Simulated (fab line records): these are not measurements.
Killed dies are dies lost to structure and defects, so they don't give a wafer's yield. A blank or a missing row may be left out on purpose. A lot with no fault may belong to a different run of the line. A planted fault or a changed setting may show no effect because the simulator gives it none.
Which tool was responsible? / flow rit-cmos / 13 lots with 39 wafers sampled at 5 steps, on a route of 202 steps

== WHAT THE GAUGES SHOWED, per wafer ==
RIT_SPACER_THK_MEAS_04. Usual: SPACER_NITRIDE_THK typically reads 250.8 nm, with standard deviation 2.2.
lot=L107; measured=day 3 00:14; on=film-metro-02; SPACER_NITRIDE_THK (nm)=247.3 250.3 249.1; flag=
lot=L108; measured=day 3 06:52; on=film-metro-01; SPACER_NITRIDE_THK (nm)=247.6 248.8 248.8; flag=
lot=L109; measured=day 3 09:29; on=film-metro-01; SPACER_NITRIDE_THK (nm)=253.4 250.8 251.6; flag=
lot=L110; measured=day 3 16:45; on=film-metro-03; SPACER_NITRIDE_THK (nm)=250.2 248.3 249.1; flag=
lot=L111; measured=day 3 22:43; on=film-metro-02; SPACER_NITRIDE_THK (nm)=254.1 253.0 251.5; flag=
lot=L112; measured=day 4 04:05; on=film-metro-03; SPACER_NITRIDE_THK (nm)=247.9 247.7 247.4; flag=
lot=L113; measured=day 4 09:27; on=film-metro-03; SPACER_NITRIDE_THK (nm)=251.2 251.1 252.1; flag=
lot=L114; measured=day 4 12:49; on=film-metro-02; SPACER_NITRIDE_THK (nm)=253.9 254.8 252.5; flag=
lot=L116; measured=day 5 04:03; on=film-metro-01; SPACER_NITRIDE_THK (nm)=254.2 254.8 252.5; flag=
lot=L117; measured=day 5 07:33; on=film-metro-02; SPACER_NITRIDE_THK (nm)=233.9 238.1 235.2; flag=OFF
lot=L126; measured=day 7 02:46; on=film-metro-03; SPACER_NITRIDE_THK (nm)=248.5 250.1 248.7; flag=
lot=L129; measured=day 7 16:35; on=film-metro-01; SPACER_NITRIDE_THK (nm)=253.0 251.6 250.4; flag=
lot=L130; measured=day 7 19:05; on=film-metro-01; SPACER_NITRIDE_THK (nm)=251.0 251.9 251.5; flag=

RIT_CONTACT_CD_MEAS_08: the cd target is 1000 nm. Usual: cd-nm 1000.7 nm, standard deviation 2.8.
lot=L107; measured=day 3 06:00; on=cd-sem-02; cd-nm (nm)=1000.1 1002.5 999.8; flag=
lot=L108; measured=day 3 12:44; on=cd-sem-01; cd-nm (nm)=995.1 994.5 997.3; flag=
lot=L109; measured=day 3 15:18; on=cd-sem-02; cd-nm (nm)=1004.0 1002.2 1002.8; flag=
lot=L110; measured=day 3 23:02; on=cd-sem-01; cd-nm (nm)=996.2 996.3 996.3; flag=
lot=L111; measured=day 4 04:27; on=cd-sem-01; cd-nm (nm)=1005.7 1007.3 1005.9; flag=
lot=L112; measured=day 4 09:56; on=cd-sem-01; cd-nm (nm)=999.2 999.0 1000.6; flag=
lot=L113; measured=day 4 15:22; on=cd-sem-02; cd-nm (nm)=1000.1 1000.7 1002.8; flag=
lot=L114; measured=day 4 18:37; on=cd-sem-02; cd-nm (nm)=996.5 998.7 998.1; flag=
lot=L116; measured=day 5 09:45; on=cd-sem-01; cd-nm (nm)=1004.5 1003.9 1006.9; flag=
lot=L117; measured=day 5 13:19; on=cd-sem-02; cd-nm (nm)=1000.3 999.4 1002.0; flag=
lot=L126; measured=day 7 08:44; on=cd-sem-01; cd-nm (nm)=997.9 997.6 997.1; flag=
lot=L129; measured=day 7 22:17; on=cd-sem-01; cd-nm (nm)=1001.2 1002.7 999.5; flag=
lot=L130; measured=day 8 00:55; on=cd-sem-02; cd-nm (nm)=1005.7 1005.5 1002.5; flag=

== TOOL THAT RAN EACH LOT (tool first, then ch and the chambers of the sampled wafers, then the start) ==
lot=L107; RIT_ACTIVE_ETCH_13=rie-diel-02 ch 0,2, day 1 14:50; RIT_PWELL_STRIP_09=plasma-asher-02 ch 0,1, day 2 01:19; RIT_SPACER_CVD_03=lpcvd-02 ch 0, day 2 22:19
lot=L108; RIT_ACTIVE_ETCH_13=rie-diel-02 ch 1,2,3, day 1 20:59; RIT_PWELL_STRIP_09=plasma-asher-02 ch 0,1, day 2 05:02; RIT_SPACER_CVD_03=lpcvd-01 ch 1, day 3 04:56
lot=L109; RIT_ACTIVE_ETCH_13=rie-diel-02 ch 1,2,3, day 2 00:50; RIT_PWELL_STRIP_09=plasma-asher-02 ch 0,1, day 2 09:07; RIT_SPACER_CVD_03=lpcvd-01 ch 0, day 3 07:34
lot=L110; RIT_ACTIVE_ETCH_13=rie-diel-01 ch 0,2,3, day 2 05:50; RIT_PWELL_STRIP_09=plasma-asher-02 ch 0,1, day 2 14:28; RIT_SPACER_CVD_03=lpcvd-01 ch 0, day 3 14:49
lot=L111; RIT_ACTIVE_ETCH_13=rie-diel-01 ch 2,3, day 2 13:32; RIT_PWELL_STRIP_09=plasma-asher-04 ch 0,1, day 2 22:17; RIT_SPACER_CVD_03=lpcvd-01 ch 1, day 3 20:49
lot=L112; RIT_ACTIVE_ETCH_13=rie-diel-03 ch 2,3, day 2 15:59; RIT_PWELL_STRIP_09=plasma-asher-04 ch 0,1, day 3 01:35; RIT_SPACER_CVD_03=lpcvd-02 ch 0, day 4 02:09
lot=L113; RIT_ACTIVE_ETCH_13=rie-diel-01 ch 0,1, day 2 23:18; RIT_PWELL_STRIP_09=plasma-asher-04 ch 0,1, day 3 07:27; RIT_SPACER_CVD_03=lpcvd-01 ch 1, day 4 07:32
lot=L114; RIT_ACTIVE_ETCH_13=rie-diel-02 ch 0,1,3, day 3 02:25; RIT_PWELL_STRIP_09=plasma-asher-02 ch 0,1, day 3 11:03; RIT_SPACER_CVD_03=lpcvd-02 ch 1, day 4 10:54
lot=L116; RIT_ACTIVE_ETCH_13=rie-diel-01 ch 0,1, day 3 11:46; RIT_PWELL_STRIP_09=plasma-asher-01 ch 0,1, day 3 20:59; RIT_SPACER_CVD_03=lpcvd-02 ch 0, day 5 02:08
lot=L117; RIT_ACTIVE_ETCH_13=rie-diel-01 ch 0,2, day 3 16:50; RIT_PWELL_STRIP_09=plasma-asher-02 ch 0,1, day 4 00:23; RIT_SPACER_CVD_03=lpcvd-01 ch 1, day 5 05:38
lot=L126; RIT_ACTIVE_ETCH_13=rie-diel-01 ch 0,1,3, day 5 14:01; RIT_PWELL_STRIP_09=plasma-asher-02 ch 0,1, day 6 00:02; RIT_SPACER_CVD_03=lpcvd-02 ch 1, day 7 00:50
lot=L129; RIT_ACTIVE_ETCH_13=rie-diel-03 ch 1,2,3, day 6 05:35; RIT_PWELL_STRIP_09=plasma-asher-01 ch 0,1, day 6 13:54; RIT_SPACER_CVD_03=lpcvd-02 ch 0, day 7 14:40
lot=L130; RIT_ACTIVE_ETCH_13=rie-diel-03 ch 0,1,2, day 6 10:54; RIT_PWELL_STRIP_09=plasma-asher-02 ch 0,1, day 6 20:34; RIT_SPACER_CVD_03=lpcvd-02 ch 0, day 7 17:08
- RIT_ACTIVE_ETCH_13: etches Si3N4 in SF6, stops on SiO2, time 210 s, target depth 210 nm.
- RIT_PWELL_STRIP_09: strips in O2, time 180 s.
- RIT_SPACER_CVD_03: deposits Si3N4 from SiH2Cl2/NH3, target thk 250 nm, time 3300 s.

== AS READ BY THE TOOLS THEMSELVES (means over the sampled wafers that have a number; for cases with no such wafer, the mark the record gives instead) ==
RIT_ACTIVE_ETCH_13. Usual: drypump-motor-current-A 5.7 A, standard deviation 0.56; oes-product-au 0.825 a.u., standard deviation 0.011; throttle-valve-pct 7.53 %, standard deviation 0.12.
lot=L107; tool=rie-diel-02; drypump-motor-current-A (A)=6.2; oes-product-au (a.u.)=0.823; throttle-valve-pct (%)=7.57; flag=
lot=L108; tool=rie-diel-02; drypump-motor-current-A (A)=6.0; oes-product-au (a.u.)=0.826; throttle-valve-pct (%)=7.44; flag=
lot=L109; tool=rie-diel-02; drypump-motor-current-A (A)=6.0; oes-product-au (a.u.)=0.818; throttle-valve-pct (%)=7.45; flag=
lot=L110; tool=rie-diel-01; drypump-motor-current-A (A)=5.6; oes-product-au (a.u.)=0.832; throttle-valve-pct (%)=7.54; flag=
lot=L111; tool=rie-diel-01; drypump-motor-current-A (A)=5.8; oes-product-au (a.u.)=0.840; throttle-valve-pct (%)=7.59; flag=
lot=L112; tool=rie-diel-03; drypump-motor-current-A (A)=5.4; oes-product-au (a.u.)=0.825; throttle-valve-pct (%)=7.59; flag=
lot=L113; tool=rie-diel-01; drypump-motor-current-A (A)=5.2; oes-product-au (a.u.)=0.834; throttle-valve-pct (%)=7.44; flag=
lot=L114; tool=rie-diel-02; drypump-motor-current-A (A)=5.7; oes-product-au (a.u.)=0.815; throttle-valve-pct (%)=7.47; flag=
lot=L116; tool=rie-diel-01; drypump-motor-current-A (A)=5.2; oes-product-au (a.u.)=0.819; throttle-valve-pct (%)=7.48; flag=
lot=L117; tool=rie-diel-01; drypump-motor-current-A (A)=5.5; oes-product-au (a.u.)=0.825; throttle-valve-pct (%)=7.56; flag=
lot=L126; tool=rie-diel-01; drypump-motor-current-A (A)=5.4; oes-product-au (a.u.)=0.833; throttle-valve-pct (%)=7.49; flag=
lot=L129; tool=rie-diel-03; drypump-motor-current-A (A)=5.9; oes-product-au (a.u.)=0.824; throttle-valve-pct (%)=7.53; flag=
lot=L130; tool=rie-diel-03; drypump-motor-current-A (A)=6.0; oes-product-au (a.u.)=0.827; throttle-valve-pct (%)=7.51; flag=

RIT_PWELL_STRIP_09. Usual: drypump-motor-current-A 5.68 A, standard deviation 0.22.
lot=L107; tool=plasma-asher-02; drypump-motor-current-A (A)=5.62; flag=
lot=L108; tool=plasma-asher-02; drypump-motor-current-A (A)=5.62; flag=
lot=L109; tool=plasma-asher-02; drypump-motor-current-A (A)=5.64; flag=
lot=L110; tool=plasma-asher-02; drypump-motor-current-A (A)=5.64; flag=
lot=L111; tool=plasma-asher-04; drypump-motor-current-A (A)=5.56; flag=
lot=L112; tool=plasma-asher-04; drypump-motor-current-A (A)=5.57; flag=
lot=L113; tool=plasma-asher-04; drypump-motor-current-A (A)=5.58; flag=
lot=L114; tool=plasma-asher-02; drypump-motor-current-A (A)=5.63; flag=
lot=L116; tool=plasma-asher-01; drypump-motor-current-A (A)=5.67; flag=
lot=L117; tool=plasma-asher-02; drypump-motor-current-A (A)=5.63; flag=
lot=L126; tool=plasma-asher-02; drypump-motor-current-A (A)=5.64; flag=
lot=L129; tool=plasma-asher-01; drypump-motor-current-A (A)=5.68; flag=
lot=L130; tool=plasma-asher-02; drypump-motor-current-A (A)=5.64; flag=

RIT_SPACER_CVD_03. Usual: pressure-mtorr 300.0 mTorr, standard deviation 0.58; spike-tc-load-C 835.0 C, standard deviation 2.6; zone-power-centre-pct 39.0 %, standard deviation 0.88.
lot=L107; tool=lpcvd-02; pressure-mtorr (mTorr)=300.1; spike-tc-load-C (C)=832.3; zone-power-centre-pct (%)=38.6; flag=
lot=L108; tool=lpcvd-01; pressure-mtorr (mTorr)=299.7; spike-tc-load-C (C)=834.6; zone-power-centre-pct (%)=40.3; flag=
lot=L109; tool=lpcvd-01; pressure-mtorr (mTorr)=300.4; spike-tc-load-C (C)=833.8; zone-power-centre-pct (%)=39.1; flag=
lot=L110; tool=lpcvd-01; pressure-mtorr (mTorr)=300.0; spike-tc-load-C (C)=834.3; zone-power-centre-pct (%)=39.0; flag=
lot=L111; tool=lpcvd-01; pressure-mtorr (mTorr)=300.6; spike-tc-load-C (C)=835.6; zone-power-centre-pct (%)=40.2; flag=
lot=L112; tool=lpcvd-02; pressure-mtorr (mTorr)=299.5; spike-tc-load-C (C)=832.3; zone-power-centre-pct (%)=38.7; flag=
lot=L113; tool=lpcvd-01; pressure-mtorr (mTorr)=300.2; spike-tc-load-C (C)=835.3; zone-power-centre-pct (%)=39.9; flag=
lot=L114; tool=lpcvd-02; pressure-mtorr (mTorr)=300.6; spike-tc-load-C (C)=839.7; zone-power-centre-pct (%)=37.3; flag=
lot=L116; tool=lpcvd-02; pressure-mtorr (mTorr)=300.3; spike-tc-load-C (C)=833.0; zone-power-centre-pct (%)=38.8; flag=
lot=L117; tool=lpcvd-01; pressure-mtorr (mTorr)=240.3; spike-tc-load-C (C)=835.2; zone-power-centre-pct (%)=39.9; flag=OFF
lot=L126; tool=lpcvd-02; pressure-mtorr (mTorr)=299.9; spike-tc-load-C (C)=839.5; zone-power-centre-pct (%)=38.1; flag=
lot=L129; tool=lpcvd-02; pressure-mtorr (mTorr)=300.0; spike-tc-load-C (C)=832.6; zone-power-centre-pct (%)=38.5; flag=
lot=L130; tool=lpcvd-02; pressure-mtorr (mTorr)=299.4; spike-tc-load-C (C)=832.7; zone-power-centre-pct (%)=38.6; flag=

== THE ANSWER, worked out from the rows above alone ==
Rule: take the mean of a lot's wafers that have a number; if it is more than 3 standard deviations from the usual mean, the lot is off. A lot without any number at a reading at which 4 lots or more have one is off too. Any other lot the step has rows for is counted as sound. After the gauges, taken in route order, come the tools' own readings; for these a lot's mean is taken, as printed above. At the first step where some lot is off, the reading lying furthest off is the one used; lots without a number count as furthest.
Off: L117, at RIT_SPACER_THK_MEAS_04 (SPACER_NITRIDE_THK).
If a tool, at a process step before that reading, ran all the lots that are off and no sound lot after the first of them, it fits. The gauges at RIT_SPACER_THK_MEAS_04 aren't tried: what is off there is off at RIT_SPACER_CVD_03 too, on other tools, and a gauge's error can't cause that. One fits: RIT_SPACER_CVD_03 on lpcvd-01. A fault onset in the window from L113 (day 4 07:32, its last sound lot) to L117 (day 5 05:38, its first lot off) fits.
The tool's own readings at RIT_SPACER_CVD_03 bear it out: on the lots that are off they differ by more than 5 times the standard deviation of the sound lots' means. pressure-mtorr reads 240.3 mTorr there against 300.1 mTorr on the sound lots.

== WHAT WAS PUT IN BY THE SIMULATOR ==
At RIT_SPACER_CVD_03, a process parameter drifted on lpcvd-01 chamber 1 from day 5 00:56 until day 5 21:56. The setting pressure-mtorr was moved by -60, starting from 300. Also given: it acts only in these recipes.
Struck lots among those shown: L117. The rule above found the same.
